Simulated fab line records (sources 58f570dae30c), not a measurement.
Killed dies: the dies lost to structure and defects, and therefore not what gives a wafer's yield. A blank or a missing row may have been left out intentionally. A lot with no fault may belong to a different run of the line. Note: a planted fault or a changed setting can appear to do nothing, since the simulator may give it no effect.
fab line records || flow berkeley_cmos170
record: {"lots": 7, "wafers": 21, "last_day": 13}
route steps=331 shown WELLDRIVE@59 ACTIVE@60
lots with no fault: from the same line, run without faults
start_h: hours from the record's first day to the start of the lot's first wafer shown || wait_h: hours elapsed since this lot's preceding step || " same as the row above || L1.1+2: a single row standing in for several wafers || - either no value or no given start || * or withheld: withheld || < > ~ a bound
route shown NAME@n: a module of which the file shows steps, and the number in the route of the first || usual: average and standard deviation across the fault-free wafers || same: alike in all rows || chamber/n: place in a boat || sites: readings site by site || _std_site: their standard deviation || _edge_site: mean of outer sites minus mean of inner sites || radius_mm: how far each site lies from the wafer's centre || mask NAME#n: copy n || behind: the most recent tool/chamber to have shaped the wafer || hold: why the lot was held/for how many hours/how that ended || device: which transistor (n, p or np) failed to switch || end of line: at the end of the route, the tests of the same wafers || where a step has no rows: the recipe by itself || killed: the dies lost at the first sort to structure and to defects; this is not the yield of the wafer || map: a wafer's dies, x killed, . not, _ none there
set.NAME: the setting that was run; set.NAME@STEP: the one run at that earlier step || model.NAME: the simulator's own value behind a step, which no gauge read
lots at selected steps of the route; one table per step, one row per wafer
== steps ==
step: UCB170_WELLDRIVE_WET_ETCH_04
recipe: {"chemistry": "BOE", "dilution": "5:1", "target": "SiO2", "temp_c": 25, "time_s": 120}
step: UCB170_ACTIVE_CLEAN_00
recipe: {"chemistry": "SPM", "temp_c": 120, "time_s": 600}
step: UCB170_ACTIVE_CLEAN_01
recipe: {"chemistry": "dHF", "dilution": "25:1", "time_s": 60}
step: UCB170_ACTIVE_OXIDATION_02
recipe: {"temp_c": 1000, "ambient": "O2", "target_thk_a": 264, "ox_time_s": 1260}
step: UCB170_ACTIVE_THK_MEAS_03
recipe: {"reads": "SiO2_of_ACTIVE_OXIDATION_02"}
usual: {"ACTIVE_OXIDE_THK": "26.2/0.48"}
{"lot.wafer": "L661.1", "tool": "film_metro-03", "chamber": "-", "start_h": 101.49, "wait_h": 0.1, "ACTIVE_OXIDE_THK[nm]": 26.1}
{"lot.wafer": "L661.3", "tool": "film_metro-03", "chamber": "-", "start_h": 101.49, "wait_h": 0.1, "ACTIVE_OXIDE_THK[nm]": 26.1}
{"lot.wafer": "L661.5", "tool": "film_metro-03", "chamber": "-", "start_h": 101.49, "wait_h": 0.1, "ACTIVE_OXIDE_THK[nm]": 26.2}
{"lot.wafer": "L675.1", "tool": "film_metro-03", "chamber": "-", "start_h": 175.31, "wait_h": 0.0, "ACTIVE_OXIDE_THK[nm]": 25.6}
{"lot.wafer": "L675.5", "tool": "film_metro-03", "chamber": "-", "start_h": 175.31, "wait_h": 0.0, "ACTIVE_OXIDE_THK[nm]": 25.6}
{"lot.wafer": "L675.6", "tool": "film_metro-03", "chamber": "-", "start_h": 175.31, "wait_h": 0.0, "ACTIVE_OXIDE_THK[nm]": 25.5}
{"lot.wafer": "L676.1", "tool": "film_metro-04", "chamber": "-", "start_h": 175.31, "wait_h": 0.0, "ACTIVE_OXIDE_THK[nm]": 26.1}
{"lot.wafer": "L676.2", "tool": "film_metro-04", "chamber": "-", "start_h": 175.31, "wait_h": 0.0, "ACTIVE_OXIDE_THK[nm]": 25.9}
{"lot.wafer": "L676.5", "tool": "film_metro-04", "chamber": "-", "start_h": 175.31, "wait_h": 0.0, "ACTIVE_OXIDE_THK[nm]": 26.2}
{"lot.wafer": "L674.2", "tool": "film_metro-02", "chamber": "-", "start_h": 175.32, "wait_h": 0.0, "ACTIVE_OXIDE_THK[nm]": 26.6}
{"lot.wafer": "L674.4", "tool": "film_metro-02", "chamber": "-", "start_h": 175.32, "wait_h": 0.0, "ACTIVE_OXIDE_THK[nm]": 26.4}
{"lot.wafer": "L674.6", "tool": "film_metro-02", "chamber": "-", "start_h": 175.32, "wait_h": 0.0, "ACTIVE_OXIDE_THK[nm]": 26.7}
{"lot.wafer": "L678.1", "tool": "film_metro-03", "chamber": "-", "start_h": 187.38, "wait_h": 0.0, "ACTIVE_OXIDE_THK[nm]": 25.4}
{"lot.wafer": "L678.3", "tool": "film_metro-03", "chamber": "-", "start_h": 187.38, "wait_h": 0.0, "ACTIVE_OXIDE_THK[nm]": 25.2}
{"lot.wafer": "L678.4", "tool": "film_metro-03", "chamber": "-", "start_h": 187.38, "wait_h": 0.0, "ACTIVE_OXIDE_THK[nm]": 25.7}
{"lot.wafer": "L679.2", "tool": "film_metro-04", "chamber": "-", "start_h": 187.39, "wait_h": 0.0, "ACTIVE_OXIDE_THK[nm]": 26.1}
{"lot.wafer": "L679.5", "tool": "film_metro-04", "chamber": "-", "start_h": 187.39, "wait_h": 0.0, "ACTIVE_OXIDE_THK[nm]": 25.9}
{"lot.wafer": "L679.6", "tool": "film_metro-04", "chamber": "-", "start_h": 187.39, "wait_h": 0.0, "ACTIVE_OXIDE_THK[nm]": 25.7}
{"lot.wafer": "L680.1", "tool": "film_metro-02", "chamber": "-", "start_h": 200.51, "wait_h": 0.0, "ACTIVE_OXIDE_THK[nm]": 26.4}
{"lot.wafer": "L680.4", "tool": "film_metro-02", "chamber": "-", "start_h": 200.51, "wait_h": 0.0, "ACTIVE_OXIDE_THK[nm]": 26.5}
{"lot.wafer": "L680.5", "tool": "film_metro-02", "chamber": "-", "start_h": 200.51, "wait_h": 0.0, "ACTIVE_OXIDE_THK[nm]": 26.2}
step: UCB170_ACTIVE_ANNEAL_04
recipe: {"temp_c": 1000, "time_s": 900, "ambient": "N2"}
step: UCB170_ACTIVE_CVD_05
recipe: {"material": "Si3N4", "target_thk_nm": 220, "temp_c": 800, "precursor": "SiH2Cl2/NH3", "time_s": 3300, "pressure_mtorr": 200, "sih2cl2_flow_sccm": 25, "nh3_flow_sccm": 75}
step: UCB170_ACTIVE_THK_MEAS_06
recipe: {"reads": "Si3N4_of_ACTIVE_CVD_05"}
usual: {"ACTIVE_NITRIDE_THK": "220.5/2.1"}
{"lot.wafer": "L661.1", "tool": "film_metro-02", "chamber": "-", "start_h": 110.43, "wait_h": 0.1, "ACTIVE_NITRIDE_THK[nm]": 221.6}
{"lot.wafer": "L661.3", "tool": "film_metro-02", "chamber": "-", "start_h": 110.43, "wait_h": 0.1, "ACTIVE_NITRIDE_THK[nm]": 220.9}
{"lot.wafer": "L661.5", "tool": "film_metro-02", "chamber": "-", "start_h": 110.43, "wait_h": 0.1, "ACTIVE_NITRIDE_THK[nm]": 223.8}
{"lot.wafer": "L675.1", "tool": "film_metro-02", "chamber": "-", "start_h": 182.71, "wait_h": 0.0, "ACTIVE_NITRIDE_THK[nm]": 221.8}
{"lot.wafer": "L675.5", "tool": "film_metro-02", "chamber": "-", "start_h": 182.71, "wait_h": 0.0, "ACTIVE_NITRIDE_THK[nm]": 218.6}
{"lot.wafer": "L675.6", "tool": "film_metro-02", "chamber": "-", "start_h": 182.71, "wait_h": 0.0, "ACTIVE_NITRIDE_THK[nm]": 219.6}
{"lot.wafer": "L676.1", "tool": "film_metro-04", "chamber": "-", "start_h": 182.71, "wait_h": 0.0, "ACTIVE_NITRIDE_THK[nm]": 216.8}
{"lot.wafer": "L676.2", "tool": "film_metro-04", "chamber": "-", "start_h": 182.71, "wait_h": 0.0, "ACTIVE_NITRIDE_THK[nm]": 218.3}
{"lot.wafer": "L676.5", "tool": "film_metro-04", "chamber": "-", "start_h": 182.71, "wait_h": 0.0, "ACTIVE_NITRIDE_THK[nm]": 217.2}
{"lot.wafer": "L674.2", "tool": "film_metro-03", "chamber": "-", "start_h": 182.72, "wait_h": 0.0, "ACTIVE_NITRIDE_THK[nm]": 215.4}
{"lot.wafer": "L674.4", "tool": "film_metro-03", "chamber": "-", "start_h": 182.72, "wait_h": 0.0, "ACTIVE_NITRIDE_THK[nm]": 215.5}
{"lot.wafer": "L674.6", "tool": "film_metro-03", "chamber": "-", "start_h": 182.72, "wait_h": 0.0, "ACTIVE_NITRIDE_THK[nm]": 219.1}
{"lot.wafer": "L678.1", "tool": "film_metro-04", "chamber": "-", "start_h": 194.56, "wait_h": 0.0, "ACTIVE_NITRIDE_THK[nm]": 219.5}
{"lot.wafer": "L678.3", "tool": "film_metro-04", "chamber": "-", "start_h": 194.56, "wait_h": 0.0, "ACTIVE_NITRIDE_THK[nm]": 221.1}
{"lot.wafer": "L678.4", "tool": "film_metro-04", "chamber": "-", "start_h": 194.56, "wait_h": 0.0, "ACTIVE_NITRIDE_THK[nm]": 218.8}
{"lot.wafer": "L679.2", "tool": "film_metro-02", "chamber": "-", "start_h": 194.57, "wait_h": 0.0, "ACTIVE_NITRIDE_THK[nm]": 217.4}
{"lot.wafer": "L679.5", "tool": "film_metro-02", "chamber": "-", "start_h": 194.57, "wait_h": 0.0, "ACTIVE_NITRIDE_THK[nm]": 216.8}
{"lot.wafer": "L679.6", "tool": "film_metro-02", "chamber": "-", "start_h": 194.57, "wait_h": 0.0, "ACTIVE_NITRIDE_THK[nm]": 216.9}
{"lot.wafer": "L680.1", "tool": "film_metro-04", "chamber": "-", "start_h": 208.17, "wait_h": 0.1, "ACTIVE_NITRIDE_THK[nm]": 217.7}
{"lot.wafer": "L680.4", "tool": "film_metro-04", "chamber": "-", "start_h": 208.17, "wait_h": 0.1, "ACTIVE_NITRIDE_THK[nm]": 216.2}
{"lot.wafer": "L680.5", "tool": "film_metro-04", "chamber": "-", "start_h": 208.17, "wait_h": 0.1, "ACTIVE_NITRIDE_THK[nm]": 216.5}
step: UCB170_ACTIVE_HMDS_07
recipe: {"prime_time_s": 60, "prime_temp_c": 100}
step: UCB170_ACTIVE_COAT_08
recipe: {"resist": "KrF", "spin_rpm": 1500, "resist_thk_nm": 900}
step: UCB170_ACTIVE_SOFTBAKE_09
recipe: {"resist": "KrF", "temp_c": 130, "time_s": 60}
step: UCB170_ACTIVE_EXPOSE_10
recipe: {"mask_id": "ACTIVE", "target_cd_nm": 1200, "na": 0.5, "sigma_outer": 0.6, "source_shape": "conventional", "dose_mj": 20}
step: UCB170_ACTIVE_PEB_11
recipe: {"peb_temp_c": 130, "peb_time_s": "withheld", "resist": "KrF"}
usual: {"chill_plate_temp_C": "23.01/0.11", "exhaust_pa": "44.9/0.88"}
{"lot.wafer": "L661.1", "tool": "litho_track-02", "chamber": 0, "start_h": 111.87, "wait_h": 0.3, "chill_plate_temp_C": 22.99, "exhaust_pa": 44.7}
{"lot.wafer": "L661.3", "tool": "litho_track-02", "chamber": 0, "start_h": 111.87, "wait_h": 0.3, "chill_plate_temp_C": 22.99, "exhaust_pa": 45.0}
{"lot.wafer": "L661.5", "tool": "litho_track-02", "chamber": 0, "start_h": 111.87, "wait_h": 0.3, "chill_plate_temp_C": 22.88, "exhaust_pa": 45.0}
{"lot.wafer": "L674.2", "tool": "litho_track-03", "chamber": "-", "start_h": 184, "wait_h": "-", "chill_plate_temp_C": "-", "exhaust_pa": "-"}
{"lot.wafer": "L674.4", "tool": "litho_track-03", "chamber": "-", "start_h": 184, "wait_h": "-", "chill_plate_temp_C": "-", "exhaust_pa": "-"}
{"lot.wafer": "L674.6", "tool": "litho_track-03", "chamber": "-", "start_h": 184, "wait_h": "-", "chill_plate_temp_C": "-", "exhaust_pa": "-"}
{"lot.wafer": "L676.1", "tool": "litho_track-04", "chamber": "-", "start_h": 184.57, "wait_h": 1.0, "chill_plate_temp_C": "-", "exhaust_pa": "-"}
{"lot.wafer": "L676.2", "tool": "litho_track-04", "chamber": "-", "start_h": 184.57, "wait_h": 1.0, "chill_plate_temp_C": "-", "exhaust_pa": "-"}
{"lot.wafer": "L676.5", "tool": "litho_track-04", "chamber": "-", "start_h": 184.57, "wait_h": 1.0, "chill_plate_temp_C": "-", "exhaust_pa": "-"}
{"lot.wafer": "L675.1", "tool": "litho_track-03", "chamber": "-", "start_h": 184, "wait_h": "-", "chill_plate_temp_C": "-", "exhaust_pa": "-"}
{"lot.wafer": "L675.5", "tool": "litho_track-03", "chamber": "-", "start_h": 185, "wait_h": "-", "chill_plate_temp_C": "-", "exhaust_pa": "-"}
{"lot.wafer": "L675.6", "tool": "litho_track-03", "chamber": "-", "start_h": 185, "wait_h": "-", "chill_plate_temp_C": "-", "exhaust_pa": "-"}
{"lot.wafer": "L679.2", "tool": "litho_track-02", "chamber": 0, "start_h": 197.30, "wait_h": 0.7, "chill_plate_temp_C": 22.93, "exhaust_pa": 45.0}
{"lot.wafer": "L679.5", "tool": "litho_track-02", "chamber": 0, "start_h": 197.30, "wait_h": 0.7, "chill_plate_temp_C": 22.81, "exhaust_pa": 44.2}
{"lot.wafer": "L679.6", "tool": "litho_track-02", "chamber": 0, "start_h": 197.30, "wait_h": 0.7, "chill_plate_temp_C": 22.94, "exhaust_pa": 45.4}
{"lot.wafer": "L678.1", "tool": "litho_track-03", "chamber": 0, "start_h": 197.68, "wait_h": 0.8, "chill_plate_temp_C": 22.99, "exhaust_pa": 44.3}
{"lot.wafer": "L678.3", "tool": "litho_track-03", "chamber": 0, "start_h": 197.68, "wait_h": 0.8, "chill_plate_temp_C": 23.18, "exhaust_pa": 43.6}
{"lot.wafer": "L678.4", "tool": "litho_track-03", "chamber": 0, "start_h": 197.68, "wait_h": 0.8, "chill_plate_temp_C": 23.05, "exhaust_pa": 45.5}
{"lot.wafer": "L680.1", "tool": "litho_track-02", "chamber": 0, "start_h": 209.44, "wait_h": 0.1, "chill_plate_temp_C": 22.95, "exhaust_pa": 45.8}
{"lot.wafer": "L680.4", "tool": "litho_track-02", "chamber": 0, "start_h": 209.44, "wait_h": 0.1, "chill_plate_temp_C": 22.85, "exhaust_pa": 44.7}
{"lot.wafer": "L680.5", "tool": "litho_track-02", "chamber": 0, "start_h": 209.44, "wait_h": 0.1, "chill_plate_temp_C": 22.90, "exhaust_pa": 45.4}
step: UCB170_ACTIVE_DEVELOP_12
recipe: {"developer": "TMAH", "develop_time_s": 45, "resist": "KrF", "dev_temp_c": 21}
== key ==
first_sign: {"step": "UCB170_ACTIVE_PEB_11", "reading": "tool_record", "direction": "missing"}
effect none on later readings
met_at UCB170_ACTIVE_PEB_11
struck_wafers L674.2,L674.4,L674.6,L675.1,L675.5,L675.6,L676.1,L676.2,L676.5
later_rows_left_out L674.2,L674.4,L674.6,L675.1,L675.5,L675.6,L676.1,L676.2,L676.5
sort_left_out L674.2,L674.4,L674.6,L675.1,L675.5,L675.6,L676.1,L676.2,L676.5
tester_left_out L674,L675,L676
fault: {"kind": "skipped_step_whole", "tool": "litho_track-03,litho_track-04", "chamber": "-", "onset_h": 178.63, "steps": "UCB170_ACTIVE_PEB_11", "scope": "struck_lots_only"}
tester_left_out: of these lots the tester's yield and bins aren't shown, on N5 and GAA mostly nor the transistor test; their killed dies are dies lost to structure and defects alone, not to doping, threshold or leakage, so they don't give the yield
sort_left_out: the simulated sort isn't trusted on such a fault, so these wafers' sort isn't shown, and their yield isn't known
later_rows_left_out: the simulator's readings of these wafers behind a module that went badly wrong aren't trusted and aren't shown, but for the sort
